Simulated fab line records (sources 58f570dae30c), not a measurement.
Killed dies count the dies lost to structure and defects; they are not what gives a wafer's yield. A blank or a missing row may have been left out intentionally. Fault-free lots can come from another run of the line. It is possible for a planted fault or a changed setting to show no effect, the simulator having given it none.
fab line records + flow berkeleyCmos170
record:
- lots: 6
- wafers: 18
- lastDay: 12
route steps=331 shown M3@315
lots with no fault: from the same line, run without faults
startH: the number of hours between the record's first day and the start of the first shown wafer of the lot + waitH: how many hours have passed since the lot's step before this one + " as in the row above + L1.1+2: one row covering several wafers at once + - no value, or no start given + * or withheld: withheld + < > ~ a bound
route shown NAME@n: names a module that has steps shown in the file, with the first one's number in the route + usual: mean and standard deviation over wafers with no fault + same: alike in all rows + chamber/n: place in a boat + sites: the reading at each site + _std_site: the standard deviation of these + _edge_site: the outer-site mean with the inner-site mean subtracted + radiusMm: how far each site lies from the wafer's centre + mask NAME#n: copy n + behind: the last tool/chamber to shape the wafer + hold: why the lot went on hold/how many hours it stayed there/how the hold came to an end + device: which transistor (n, p or np) failed to switch + end of line: tests run on the same wafers once the route is complete + a step without rows: its recipe alone + killed: at the first sort, the dies lost to defects and structure; wafer yield is something else + map: the dies of a wafer, with x for killed, . for not killed, _ for no die there
set.NAME: the setting as run; set.NAME@STEP: as run at that earlier step + model.NAME: the simulator's own value behind a step, which no gauge read
lots at selected steps of the route; one table per step, one row per wafer
services: the hour from which a tool's chamber was out of use, counted from the record's first day as startH (under 0 if before that day), plus the number of hours and why
== steps ==
step: UCB170_M3_SOFTBAKE_06
recipe:
- resist: KrF
- tempC: 130
- timeS: 60
step: UCB170_M3_STRIP_07
recipe:
- chemistry: O2
- powerW: 400
- pressureMtorr: 3500
- platenTempC: withheld
- o2FlowSccm: 400
- overashFraction: 0.5
usual:
- chamberPressureMTorr: 3500.0/2.9
- drypumpMotorCurrentA: 5.6/0.67
- oesProductAu: 0.734/0.0046
- stripTimeToEndpointS: 21.97/0.076
| lot.wafer | tool           | chamber | startH | waitH | chamberPressureMTorr | drypumpMotorCurrentA | oesProductAu | rfHoursCounterH | stripTimeToEndpointS |
|-----------|----------------|---------|--------|-------|----------------------|----------------------|--------------|-----------------|----------------------|
| L768.3    | plasmaAsher-02 | 0       | 196.85 | 0.1   | 3499.2               | 4.7                  | 0.738        | -               | 21.95                |
| L768.4    | "              | 1       | "      | "     | 3505.1               | 6.2                  | 0.735        | -               | 21.92                |
| L768.6    | "              | 1       | "      | "     | 3499.2               | 6.2                  | 0.739        | -               | 21.90                |
| L769.3    | plasmaAsher-03 | 1       | 207.83 | 0.1   | 3501.0               | 6.4                  | 0.735        | -               | 21.98                |
| L769.5    | "              | 1       | "      | "     | 3499.2               | 6.4                  | 0.731        | -               | 22.04                |
| L769.6    | "              | 0       | "      | "     | 3497.9               | 5.6                  | 0.738        | -               | 22.00                |
| L779.2    | plasmaAsher-02 | 0       | 257.45 | 0.1   | 3504.5               | 4.7                  | 0.725        | 53              | 21.82                |
| L779.4    | "              | 1       | "      | "     | 3502.7               | 6.3                  | 0.736        | -               | 21.90                |
| L779.6    | "              | 1       | "      | "     | 3497.2               | 6.3                  | 0.742        | -               | 21.86                |
| L781.1    | plasmaAsher-03 | 0       | 277.12 | 0.1   | 3497.4               | 5.7                  | 0.733        | 50              | 21.86                |
| L781.2    | "              | 1       | "      | "     | 3498.5               | 6.4                  | 0.729        | 50              | 21.89                |
| L781.4    | "              | 0       | "      | "     | 3499.7               | 5.7                  | 0.736        | -               | 21.90                |
| L786.3    | plasmaAsher-02 | 1       | 280.69 | 0.1   | 3502.2               | 6.3                  | 0.738        | -               | 21.98                |
| L786.4    | "              | 0       | "      | "     | 3504.3               | 4.7                  | 0.723        | -               | 21.98                |
| L786.6    | "              | 0       | "      | "     | 3497.5               | 4.7                  | 0.732        | -               | 21.93                |
| L787.2    | plasmaAsher-02 | 1       | 287.59 | 0.1   | 3502.3               | 6.2                  | 0.733        | 57              | 22.02                |
| L787.3    | "              | 1       | "      | "     | 3495.9               | 6.2                  | 0.740        | -               | 22.03                |
| L787.6    | "              | 0       | "      | "     | 3500.1               | 4.7                  | 0.739        | -               | 21.98                |
step: UCB170_M3_STRIP_08
recipe:
- chemistry: DMSO
- tempC: 80
- timeS: 600
- material: KrF
step: UCB170_M3_COAT_09
recipe:
- resist: BARC
- tempC: withheld
- timeS: withheld
- spinRpm: 3000
- resistThkNm: withheld
step: UCB170_M3_COAT_10
recipe:
- resist: KrF
- spinRpm: 1500
- resistThkNm: 900
step: UCB170_M3_SOFTBAKE_11
recipe:
- resist: KrF
- tempC: 130
- timeS: 59.14
step: UCB170_M3_EXPOSE_12
recipe:
- maskId: METAL3
- targetCdNm: 700
- na: 0.5
- sigmaOuter: 0.6
- sourceShape: conventional
- doseMj: 26
step: UCB170_M3_PEB_13
recipe:
- pebTempC: 130
- pebTimeS: withheld
- resist: KrF
step: UCB170_M3_DEVELOP_14
recipe:
- developer: TMAH
- developTimeS: 45
- resist: KrF
- devTempC: 21
step: UCB170_M3_CD_MEAS_15
recipe:
- targetCdNm: 700
usual:
- cdNm: 700.4/1.3
| lot.wafer | tool     | chamber | startH | waitH | cdNm  |
|-----------|----------|---------|--------|-------|-------|
| L768.3    | cdSem-02 | -       | 198.61 | -     | 700.0 |
| L768.4    | "        | -       | "      | "     | 701.2 |
| L768.6    | "        | -       | "      | "     | 700.0 |
| L769.3    | cdSem-01 | -       | 209.28 | -     | 697.8 |
| L769.5    | "        | -       | "      | "     | 702.0 |
| L769.6    | "        | -       | "      | "     | 700.8 |
| L779.2    | cdSem-02 | -       | 258.73 | -     | 701.4 |
| L779.4    | "        | -       | "      | "     | 699.6 |
| L779.6    | "        | -       | "      | "     | 700.0 |
| L781.1    | cdSem-01 | -       | 279.14 | -     | 699.9 |
| L781.2    | "        | -       | "      | "     | 699.2 |
| L781.4    | "        | -       | "      | "     | 699.0 |
| L786.3    | cdSem-02 | -       | 281.95 | -     | 698.8 |
| L786.4    | "        | -       | "      | "     | 698.6 |
| L786.6    | "        | -       | "      | "     | 699.5 |
| L787.2    | cdSem-02 | -       | 289.14 | -     | 698.8 |
| L787.3    | "        | -       | "      | "     | 698.3 |
| L787.6    | "        | -       | "      | "     | 698.9 |
step: UCB170_M3_OVL_MEAS_16
usual:
- M3_OVL: -2/5.2
| lot.wafer | tool       | chamber | startH | waitH | M3_OVL[nm] |
|-----------|------------|---------|--------|-------|------------|
| L768.3    | overlay-01 | -       | 198.71 | 0.1   | -5         |
| L768.4    | "          | -       | "      | "     | 0          |
| L768.6    | "          | -       | "      | "     | -2         |
| L769.3    | overlay-02 | -       | 209.38 | 0.1   | -5         |
| L769.5    | "          | -       | "      | "     | -5         |
| L769.6    | "          | -       | "      | "     | -10        |
| L779.2    | overlay-02 | -       | 258.84 | 0.1   | -10        |
| L779.4    | "          | -       | "      | "     | -13        |
| L779.6    | "          | -       | "      | "     | -4         |
| L781.1    | overlay-01 | -       | 279.26 | 0.1   | 3          |
| L781.2    | "          | -       | "      | "     | -1         |
| L781.4    | "          | -       | "      | "     | 11         |
| L786.3    | overlay-01 | -       | 282.05 | 0.1   | -6         |
| L786.4    | "          | -       | "      | "     | -10        |
| L786.6    | "          | -       | "      | "     | -6         |
| L787.2    | overlay-02 | -       | 289.24 | 0.1   | -1         |
| L787.3    | "          | -       | "      | "     | -3         |
| L787.6    | "          | -       | "      | "     | 3          |
step: UCB170_M3_ETCH_17
recipe:
- chemistry: N2/H2
- targetDepthA: withheld
- overetchA: withheld
- target: BARC
- timeS: withheld
- sourceW: 500
- biasW: 100
- pressureMtorr: 30
- n2FlowSccm: 100
- h2FlowSccm: 200
usual:
- chamberPressureMTorr: 30.003/0.029
- drypumpMotorCurrentA: 5.9/0.39
- h2FlowSccm: 200.1/0.58
- oesProductAu: 0.990/0.021
- throttleValvePct: 13.27/0.18
| lot.wafer | tool       | chamber | startH | waitH | chamberPressureMTorr | drypumpMotorCurrentA | h2FlowSccm | oesProductAu | throttleValvePct |
|-----------|------------|---------|--------|-------|----------------------|----------------------|------------|--------------|------------------|
| L768.3    | rieDiel-04 | 0       | 198.73 | 0.0   | 29.996               | 5.8                  | 200.2      | 0.998        | 13.11            |
| L768.4    | "          | 1       | "      | "     | 30.011               | 6.2                  | 199.2      | 0.979        | 13.33            |
| L768.6    | "          | 3       | "      | "     | 29.951               | 5.7                  | 199.9      | 0.984        | 13.24            |
| L769.3    | rieDiel-02 | 1       | 209.40 | 0.0   | 29.982               | 6.3                  | 200.6      | 0.964        | 13.04            |
| L769.5    | "          | 1       | "      | "     | 30.028               | 6.2                  | 199.8      | 0.974        | 13.04            |
| L769.6    | "          | 2       | "      | "     | 30.026               | 6.1                  | 199.6      | 1.014        | 13.32            |
| L779.2    | rieDiel-02 | 1       | 258.87 | 0.0   | 29.986               | 6.3                  | 200.6      | 0.972        | 13.04            |
| L779.4    | "          | 2       | "      | "     | 30.025               | 6.1                  | 199.2      | 1.004        | 13.32            |
| L779.6    | "          | 3       | "      | "     | 30.044               | 6.1                  | 200.2      | 0.976        | 13.60            |
| L781.1    | rieDiel-04 | 2       | 279.30 | 0.0   | 29.991               | 5.7                  | 200.3      | 0.981        | 13.15            |
| L781.2    | "          | 1       | "      | "     | 29.969               | 6.2                  | 200.9      | 0.976        | 13.32            |
| L781.4    | "          | 3       | "      | "     | 30.021               | 5.7                  | 200.7      | 0.976        | 13.24            |
| L786.3    | rieDiel-04 | 1       | 282.07 | 0.0   | 30.015               | 6.2                  | 199.5      | 0.985        | 13.33            |
| L786.4    | "          | 3       | "      | "     | 30.057               | 5.7                  | 200.4      | 0.977        | 13.25            |
| L786.6    | "          | 3       | "      | "     | 30.067               | 5.7                  | 200.8      | 0.977        | 13.24            |
| L787.2    | rieDiel-02 | 2       | 289.27 | 0.0   | 30.039               | 6.1                  | 201.0      | 1.007        | 13.31            |
| L787.3    | "          | 3       | "      | "     | 29.985               | 6.1                  | 199.2      | 0.984        | 13.61            |
| L787.6    | "          | 2       | "      | "     | 29.992               | 6.1                  | 200.1      | 1.007        | 13.33            |
step: UCB170_M3_METAL_ETCH_18
recipe:
- chemistry: Cl2/BCl3
- target: Al
- stopOn: SiO2
- pressureMtorr: 12
- targetDepthA: 11700
- overEtchFrac: 0.3
- timeS: 195
- icpW: 600
- biasW: 120
- Cl2_flow_sccm: 90
- bcl3FlowSccm: 45
usual:
- chamberPressureMTorr: 11.999/0.012
- drypumpMotorCurrentA: 5.6/0.37
- heBacksideLeakSccm: 3.4/0.46
- oesProductAu: 0.860/0.011
- throttleValvePct: 24.48/0.24
| lot.wafer | tool        | chamber | startH | waitH | chamberPressureMTorr | drypumpMotorCurrentA | heBacksideLeakSccm | oesProductAu | rfHoursCounterH | throttleValvePct | model.KrF_of_M3_COAT_10.thkNm | model.M3.featureDepthNm | model.SiO2_of_V2_CVD_00.thkNm |
|-----------|-------------|---------|--------|-------|----------------------|----------------------|--------------------|--------------|-----------------|------------------|-------------------------------|-------------------------|-------------------------------|
| L768.3    | rieMetal-02 | 0       | 198.83 | -     | 12.006               | 5.4                  | 2.9                | 0.862        | -               | 24.86            | 202.3                         | 961                     | 937.3                         |
| L768.4    | "           | 1       | "      | "     | 11.930               | 5.1                  | 3.4                | 0.879        | -               | 24.36            | 205.4                         | 958.7                   | 936.8                         |
| L768.6    | "           | 0       | "      | "     | 11.989               | 5.4                  | 3.2                | 0.866        | -               | 24.87            | 199.9                         | 960.4                   | 938                           |
| L769.3    | rieMetal-02 | 0       | 209.50 | -     | 11.985               | 5.4                  | 3.0                | 0.861        | -               | 24.88            | 191.7                         | 954                     | 935                           |
| L769.5    | "           | 0       | "      | "     | 12.005               | 5.4                  | 3.2                | 0.860        | -               | 24.88            | 191.9                         | 951.8                   | 938                           |
| L769.6    | "           | 1       | "      | "     | 12.012               | 5.1                  | 3.5                | 0.870        | -               | 24.38            | 200.8                         | 948.5                   | 936.7                         |
| L779.2    | rieMetal-02 | 0       | 258.91 | -     | 11.998               | 5.4                  | 3.2                | 0.862        | 5               | 24.88            | 352.7                         | 944.4                   | 949.5                         |
| L779.4    | "           | 1       | "      | "     | 11.985               | 5.1                  | 3.5                | 0.865        | -               | 24.38            | 366.3                         | 895.6                   | 951.4                         |
| L779.6    | "           | 1       | "      | "     | 11.986               | 5.1                  | 3.6                | 0.874        | -               | 24.36            | 357.2                         | 946                     | 948.6                         |
| L781.1    | rieMetal-02 | 1       | 279.34 | -     | 12.009               | 5.1                  | 3.6                | 0.867        | 6               | 24.38            | 365.2                         | 901.1                   | 952.7                         |
| L781.2    | "           | 0       | "      | "     | 11.982               | 5.4                  | 3.2                | 0.860        | 6               | 24.89            | 361.7                         | 943.9                   | 951.2                         |
| L781.4    | "           | 1       | "      | "     | 12.012               | 5.1                  | 3.3                | 0.868        | -               | 24.38            | 369.2                         | 897.9                   | 951.5                         |
| L786.3    | rieMetal-01 | 0       | 282.17 | -     | 11.998               | 6.0                  | 3.4                | 0.846        | -               | 24.35            | 229.5                         | 943.4                   | 937.8                         |
| L786.4    | "           | 1       | "      | "     | 12.006               | 5.5                  | 4.7                | 0.850        | -               | 24.20            | 215.1                         | 945.7                   | 940.6                         |
| L786.6    | "           | 0       | "      | "     | 12.017               | 6.0                  | 3.4                | 0.855        | -               | 24.34            | 226.4                         | 948.8                   | 940.5                         |
| L787.2    | rieMetal-04 | 0       | 289.32 | -     | 11.994               | 6.0                  | 3.1                | 0.845        | 1               | 24.24            | 234.5                         | 934.5                   | 940.4                         |
| L787.3    | "           | 0       | "      | "     | 12.023               | 6.0                  | 3.2                | 0.855        | -               | 24.24            | 234.7                         | 949                     | 941.7                         |
| L787.6    | "           | 0       | "      | "     | 12.011               | 6.0                  | 3.0                | 0.857        | -               | 24.23            | 245.6                         | 957.5                   | 941                           |
step: UCB170_M3_STRIP_19
recipe:
- chemistry: O2
- powerW: 400
- pressureMtorr: 3500
- platenTempC: withheld
- o2FlowSccm: 400
- overashFraction: 0.5
usual:
- chamberPressureMTorr: 3500/3.1
- drypumpMotorCurrentA: 5.5/0.68
- oesProductAu: 0.544/0.014
| lot.wafer | tool           | chamber | startH | waitH | chamberPressureMTorr | drypumpMotorCurrentA | oesProductAu | rfHoursCounterH |
|-----------|----------------|---------|--------|-------|----------------------|----------------------|--------------|-----------------|
| L768.3    | plasmaAsher-03 | 1       | 198.99 | 0.1   | 3496                 | 6.4                  | 0.522        | -               |
| L768.4    | "              | 0       | "      | "     | 3502                 | 5.7                  | 0.532        | -               |
| L768.6    | "              | 1       | "      | "     | 3499                 | 6.4                  | 0.530        | -               |
| L769.3    | plasmaAsher-03 | 0       | 209.66 | 0.1   | 3510                 | 5.7                  | 0.519        | -               |
| L769.5    | "              | 0       | "      | "     | 3498                 | 5.7                  | 0.528        | -               |
| L769.6    | "              | 1       | "      | "     | 3502                 | 6.4                  | 0.528        | -               |
| L779.2    | plasmaAsher-03 | 1       | 259.09 | 0.1   | 3500                 | 6.4                  | 0.691        | 48              |
| L779.4    | "              | 0       | "      | "     | 3502                 | 5.7                  | 0.699        | -               |
| L779.6    | "              | 0       | "      | "     | 3495                 | 5.7                  | 0.691        | -               |
| L781.1    | plasmaAsher-03 | 1       | 279.53 | 0.1   | 3498                 | 6.4                  | 0.704        | 50              |
| L781.2    | "              | 0       | "      | "     | 3497                 | 5.7                  | 0.699        | 50              |
| L781.4    | "              | 0       | "      | "     | 3501                 | 5.7                  | 0.700        | -               |
| L786.3    | plasmaAsher-01 | 0       | 282.33 | 0.1   | 3497                 | 5.2                  | 0.557        | -               |
| L786.4    | "              | 1       | "      | "     | 3503                 | 4.8                  | 0.544        | -               |
| L786.6    | "              | 0       | "      | "     | 3497                 | 5.2                  | 0.556        | -               |
| L787.2    | plasmaAsher-01 | 1       | 289.50 | 0.1   | 3506                 | 4.8                  | 0.569        | 54              |
| L787.3    | "              | 0       | "      | "     | 3497                 | 5.2                  | 0.567        | -               |
| L787.6    | "              | 0       | "      | "     | 3502                 | 5.2                  | 0.581        | -               |
step: UCB170_M3_CD_MEAS_90
recipe:
- targetCdNm: 700
usual:
- cdNm: 699/3.8
| lot.wafer | tool     | chamber | startH | waitH | hold                    | cdNm |
|-----------|----------|---------|--------|-------|-------------------------|------|
| L768.3    | cdSem-01 | -       | 199.19 | 0.2   | -                       | 695  |
| L768.4    | "        | -       | "      | "     | -                       | 702  |
| L768.6    | "        | -       | "      | "     | -                       | 696  |
| L769.3    | cdSem-02 | -       | 209.77 | 0.1   | -                       | 695  |
| L769.5    | "        | -       | "      | "     | -                       | 698  |
| L769.6    | "        | -       | "      | "     | -                       | 707  |
| L779.2    | cdSem-01 | -       | 259.21 | 0.1   | awaitDispo/0.2h/release | 709  |
| L779.4    | "        | -       | "      | "     | awaitDispo/0.2h/release | 712  |
| L779.6    | "        | -       | "      | "     | awaitDispo/0.2h/release | 714  |
| L779.2    | cdSem-01 | -       | 259.65 | 0.4   | -                       | 709  |
| L779.4    | "        | -       | "      | "     | -                       | 712  |
| L779.6    | "        | -       | "      | "     | -                       | 714  |
| L781.1    | cdSem-02 | -       | 279.63 | 0.1   | -                       | 711  |
| L781.2    | "        | -       | "      | "     | -                       | 703  |
| L781.4    | "        | -       | "      | "     | -                       | 708  |
| L786.3    | cdSem-01 | -       | 282.44 | 0.1   | -                       | 695  |
| L786.4    | "        | -       | "      | "     | -                       | 692  |
| L786.6    | "        | -       | "      | "     | -                       | 693  |
| L787.2    | cdSem-01 | -       | 289.62 | 0.1   | -                       | 699  |
| L787.3    | "        | -       | "      | "     | -                       | 696  |
| L787.6    | "        | -       | "      | "     | -                       | 699  |
step: UCB170_M3_BOW_MEAS_20
recipe:
- mode: bow
usual:
- M3_BOW: 35/7.5
| lot.wafer | tool         | chamber | startH | waitH | hold                    | M3_BOW[um] |
|-----------|--------------|---------|--------|-------|-------------------------|------------|
| L768.3    | filmMetro-04 | -       | 199.31 | 0.1   | -                       | 39         |
| L768.4    | "            | -       | "      | "     | -                       | 35         |
| L768.6    | "            | -       | "      | "     | -                       | 48         |
| L769.3    | filmMetro-03 | -       | 209.89 | 0.1   | -                       | 18         |
| L769.5    | "            | -       | "      | "     | -                       | 37         |
| L769.6    | "            | -       | "      | "     | -                       | 33         |
| L779.2    | filmMetro-02 | -       | 261.22 | 1.5   | awaitDispo/1.4h/release | 38         |
| L779.4    | "            | -       | "      | "     | awaitDispo/1.4h/release | 45         |
| L779.6    | "            | -       | "      | "     | awaitDispo/1.4h/release | 34         |
| L781.1    | filmMetro-04 | -       | 279.75 | 0.1   | -                       | 41         |
| L781.2    | "            | -       | "      | "     | -                       | 42         |
| L781.4    | "            | -       | "      | "     | -                       | 38         |
| L786.3    | filmMetro-04 | -       | 282.56 | 0.1   | -                       | 36         |
| L786.4    | "            | -       | "      | "     | -                       | 24         |
| L786.6    | "            | -       | "      | "     | -                       | 34         |
| L787.2    | filmMetro-02 | -       | 289.74 | 0.1   | -                       | 53         |
| L787.3    | "            | -       | "      | "     | -                       | 41         |
| L787.6    | "            | -       | "      | "     | -                       | 35         |
step: UCB170_M3_PROBE_99
| lot.wafer | tool      | chamber | startH | waitH | hold                    | model.etest.antennaM2.short | model.etest.antennaM3.short | model.etest.antennaM3.overLimit | model.etest.antennaM2.overLimit | model.etest.antennaM3.vtShiftV |
|-----------|-----------|---------|--------|-------|-------------------------|-----------------------------|-----------------------------|---------------------------------|---------------------------------|--------------------------------|
| L768.3    | prober-01 | -       | 199.49 | 0.2   | -                       | 0                           | 0                           | 0                               | 0                               | -0.0123                        |
| L768.4    | prober-01 | -       | 199.54 | 0.2   | -                       | 0                           | 0                           | 0                               | 0                               | -0.01456                       |
| L768.6    | prober-01 | -       | 199.64 | 0.2   | -                       | 0                           | 0                           | 0                               | 0                               | -0.01171                       |
| L769.3    | prober-01 | -       | 210.07 | 0.2   | -                       | 0                           | 0                           | 0                               | 0                               | -0.01799                       |
| L769.5    | prober-01 | -       | 210.17 | 0.2   | -                       | 0                           | 0                           | 0                               | 0                               | -0.01387                       |
| L769.6    | prober-01 | -       | 210.22 | 0.2   | -                       | 0                           | 0                           | 0                               | 0                               | -0.01097                       |
| L779.2    | prober-02 | -       | 261.37 | 0.1   | awaitDispo/3.8h/release | 0                           | 0                           | 0                               | 0                               | -0.008838                      |
| L779.4    | prober-02 | -       | 261.47 | 0.2   | awaitDispo/3.8h/release | 1                           | 1                           | 1                               | 1                               | -                              |
| L779.6    | prober-02 | -       | 261.57 | 0.2   | awaitDispo/3.8h/release | 0                           | 0                           | 0                               | 0                               | -0.004228                      |
| L781.1+4  | prober-01 | -       | 279.87 | 0.1   | awaitDispo/1.5h/scrap   | 1                           | 1                           | 1                               | 1                               | -                              |
| L781.2    | prober-01 | -       | 279.92 | 0.1   | awaitDispo/1.5h/scrap   | 0                           | 0                           | 0                               | 0                               | -0.008276                      |
| L786.3    | prober-02 | -       | 282.74 | 0.2   | -                       | 0                           | 0                           | 0                               | 0                               | -0.01141                       |
| L786.4    | prober-02 | -       | 282.79 | 0.2   | -                       | 0                           | 0                           | 0                               | 0                               | -0.01386                       |
| L786.6    | prober-02 | -       | 282.89 | 0.2   | -                       | 0                           | 0                           | 0                               | 0                               | -0.01196                       |
| L787.2    | prober-01 | -       | 289.89 | 0.1   | -                       | 0                           | 0                           | 0                               | 0                               | -0.01266                       |
| L787.3    | prober-01 | -       | 289.94 | 0.2   | -                       | 0                           | 0                           | 0                               | 0                               | -0.01421                       |
| L787.6    | prober-01 | -       | 290.09 | 0.2   | -                       | 0                           | 0                           | 0                               | 0                               | -0.007969                      |
killed by level:class
L768.3 GATE:geometricParticle:open=2 SILICIDE:geometricParticle:open=1 SILICIDE:geometricParticle:short=1 V1:geometricParticle:open=1
L768.4 GATE:geometricParticle:open=2 ACTIVE:geometricParticle:open=1
L768.6 SILICIDE:geometricParticle:open=1 V2:geometricParticle:open=1
L769.3 FIELD:geometricParticle:short=1 M1:geometricParticle:short=1 V1:geometricParticle:open=1 V2:coatMicrobubblePrinted=1
L769.5 FIELD:geometricParticle:open=1 SACOX:geometricParticle:open=1 GATE:geometricParticle:open=1 V1:geometricParticle:short=1
L769.6 ACTIVE:areaEtch=4 GATE:geometricParticle:open=1 V1:geometricParticle:open=1
L786.4 M3:geometricParticle:short=1
L786.6 NWELL:geometricParticle:short=1 SPACER:geometricParticle:open=1
L787.2 SPACER:geometricParticle:open=1 V1:geometricParticle:short=1
L787.3 SPACER:geometricParticle:short=1 V1:geometricParticle:open=1
L787.6 SPACER:geometricParticle:short=1 M1:geometricParticle:open=1
map L768.3 (x killed, . not)
________......._______
_____........x....____
____.....x.........___
___.................__
__..................._
__..................._
_.....................
_.....................
_......x..............
_.....................
__..................._
__..........x........_
___.....x...........__
____...............___
_____.............____
________......._______
map L786.6 (x killed, . not)
________......._______
_____.......x.....____
____...............___
___.................__
__..................._
__..................._
_.....................
_.....................
_...........x.........
_.....................
__..................._
__..................._
___.................__
____...............___
_____.............____
________......._______
== services ==
| tool           | chamber | startH | hours | kind          |
|----------------|---------|--------|-------|---------------|
| plasmaAsher-03 | -       | 178.34 | 4.8   | repair        |
| rieDiel-04     | 3       | 178.35 | 5.9   | repair        |
| rieDiel-04     | 2       | 178.94 | 10.1  | repair        |
| plasmaAsher-02 | -       | 183.25 | 2.7   | repair        |
| rieDiel-04     | 0       | 199.59 | -     | clean         |
| rieDiel-04     | 0       | 199.59 | 15.2  | scheduledDown |
| rieDiel-04     | 0       | 199.59 | 15.2  | ventCycle     |
| rieMetal-01    | -       | 201.63 | 0.7   | repair        |
| plasmaAsher-03 | -       | 205.17 | 0.7   | repair        |
| rieDiel-04     | 1       | 205.23 | 3.7   | repair        |
| rieMetal-02    | -       | 211.15 | 2.8   | pm            |
| rieMetal-01    | -       | 227.95 | 2.8   | pm            |
| rieMetal-01    | 1       | 230.96 | 17.9  | repair        |
| rieDiel-04     | 0       | 235.45 | 5.3   | repair        |
| rieDiel-02     | -       | 237.10 | 2.8   | pm            |
| rieMetal-04    | -       | 246.68 | 1.2   | repair        |
| plasmaAsher-03 | -       | 250.54 | 4.3   | repair        |
| plasmaAsher-03 | -       | 258.00 | 1.0   | repair        |
| rieMetal-04    | 0       | 262.02 | -     | clean         |
| rieMetal-04    | 0       | 262.02 | 13.1  | scheduledDown |
| rieMetal-04    | 0       | 262.02 | 13.1  | ventCycle     |
| plasmaAsher-03 | -       | 280.29 | 16.9  | pm            |
== key ==
firstSign:
- step: UCB170_M3_STRIP_19
- reading: oesProductAu
- direction: up
- sigmas: 11
- usual: 0.544
- struck: 0.697
effect:
- step: UCB170_M3_CD_MEAS_90
- reading: visit
- direction: added
effect:
- step: UCB170_M3_PROBE_99
- reading: hold
- direction: added
modelEffect:
- step: UCB170_M3_METAL_ETCH_18
- value: KrF_of_M3_COAT_10.thkNm
- without: 196.5
- struck: 362.1
modelEffect:
- step: UCB170_M3_PROBE_99
- value: etest.antennaM2.short
- without: 0
- struck: 1
metAt UCB170_M3_METAL_ETCH_18
struckWafers L779.2,L779.4,L779.6,L781.1,L781.2,L781.4
laterRowsLeftOut L781.1,L781.4
sortLeftOut L779.2,L779.4,L779.6,L781.1,L781.2,L781.4
onsetBetween 209.50 258.91
alsoFits UCB170_M3_STRIP_19:plasmaAsher-03
fault:
- kind: processParameterDrift
- tool: rieMetal-02
- chamber: -
- onsetH: 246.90
- steps: UCB170_M3_METAL_ETCH_18
- channel: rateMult
- offset: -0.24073
- shape: step
- endH: 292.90
sortLeftOut: the simulated sort isn't trusted on such a fault, so these wafers' sort isn't shown, and their yield isn't known
laterRowsLeftOut: the simulator's readings of these wafers behind a module that went badly wrong aren't trusted and aren't shown, but for the sort
